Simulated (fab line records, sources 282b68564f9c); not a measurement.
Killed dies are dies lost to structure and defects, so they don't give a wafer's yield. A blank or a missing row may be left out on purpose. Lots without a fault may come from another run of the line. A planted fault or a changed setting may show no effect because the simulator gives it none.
Which tool did it? | flow rit_cmos | 15 lots, 45 wafers sampled, at 2 steps of a route of 202

WHAT THE GAUGES READ, wafer by wafer
The record holds no reading of a measuring or inspecting step that can be judged against a usual standard deviation.

WHICH TOOL RAN EACH LOT (tool, then ch and the chambers of the sampled wafers, then the start)
lot  | RIT_CONTACT_STRIP_12                | RIT_M1_PROBE_99
L137 | plasma_asher-02 ch 0,1, day 3 07:59 | -
L138 | plasma_asher-02 ch 0,1, day 3 10:46 | -
L139 | plasma_asher-02 ch 0,1, day 3 15:43 | -
L140 | plasma_asher-02 ch 0,1, day 3 23:50 | -
L141 | plasma_asher-01 ch 0,1, day 4 01:59 | -
L142 | plasma_asher-01 ch 0,1, day 4 12:31 | -
L143 | plasma_asher-02 ch 0,1, day 4 14:17 | -
L144 | plasma_asher-01 ch 0,1, day 4 17:16 | -
L145 | plasma_asher-01 ch 0, day 4 22:38   | prober-02, day 5 03:30
L147 | plasma_asher-01 ch 0,1, day 5 11:20 | -
L154 | plasma_asher-03 ch 0,1, day 6 18:31 | -
L155 | plasma_asher-02 ch 1, day 7 00:47   | -
L158 | plasma_asher-03 ch 0,1, day 7 15:28 | -
L159 | plasma_asher-01 ch 0,1, day 7 20:38 | -
L160 | plasma_asher-03 ch 0,1, day 8 05:08 | -
- RIT_CONTACT_STRIP_12: strips in O2, time 180 s.
- RIT_M1_PROBE_99

WHAT THE TOOLS THEMSELVES READ (means of the sampled wafers that have a number; where no wafer has one, the mark that the record gives instead)
RIT_CONTACT_STRIP_12. Usual: drypump_motor_current_A 5.4 A, standard deviation 0.49; run_length_s 208.4 s, standard deviation 0.45.
lot  | tool            | drypump_motor_current_A (A) | run_length_s (s) | flag
L137 | plasma_asher-02 | 6.0                         | 208.0            |
L138 | plasma_asher-02 | 5.9                         | 208.2            |
L139 | plasma_asher-02 | 5.9                         | 208.0            |
L140 | plasma_asher-02 | 6.0                         | 208.1            |
L141 | plasma_asher-01 | 5.0                         | 208.5            |
L142 | plasma_asher-01 | 5.2                         | 208.8            |
L143 | plasma_asher-02 | 5.9                         | 208.0            |
L144 | plasma_asher-01 | 5.2                         | 201.4            | OFF
L145 | plasma_asher-01 | 5.4                         | 197.8            | OFF
L147 | plasma_asher-01 | 5.0                         | 204.8            | OFF
L154 | plasma_asher-03 | 5.6                         | 208.4            |
L155 | plasma_asher-02 | 6.0                         | 208.0            |
L158 | plasma_asher-03 | 5.6                         | 208.8            |
L159 | plasma_asher-01 | 5.2                         | 208.7            |
L160 | plasma_asher-03 | 5.6                         | 208.6            |

RIT_M1_PROBE_99. Usual: killed_at_contacts 0.0, standard deviation 0.2; killed_at_front_end 6.6, standard deviation 2.9; killed_dies 6.6, standard deviation 3; killed_open 3.4, standard deviation 2; killed_short 3.2, standard deviation 2.
lot  | tool      | killed_at_contacts | killed_at_front_end | killed_dies | killed_open | killed_short | flag
L145 | prober-02 | 0.0                | 6.3                 | 6.3         | 3.3         | 3.0          |

THE ANSWER, worked out from the rows above alone
Rule: a lot is off if the mean of its wafers that have a number lies more than 3 standard deviations from the usual mean. A lot without any number at a reading at which 4 lots or more have one is off too. The other lots that the step has rows for count as sound. The gauges are gone through in route order, then the tools' own readings, and for those a lot's mean is taken as printed above. The first step at which some lot is off is used, and at that step the reading that is off furthest; a lot without a number counts as furthest.
Off: L144, L145, L147, at RIT_CONTACT_STRIP_12 (run_length_s).
A tool fits if, at that step or a process step before it, it ran every lot that is off, and no sound lot after the first of them. None of those tried fits.

WHAT THE SIMULATOR HAD PUT IN
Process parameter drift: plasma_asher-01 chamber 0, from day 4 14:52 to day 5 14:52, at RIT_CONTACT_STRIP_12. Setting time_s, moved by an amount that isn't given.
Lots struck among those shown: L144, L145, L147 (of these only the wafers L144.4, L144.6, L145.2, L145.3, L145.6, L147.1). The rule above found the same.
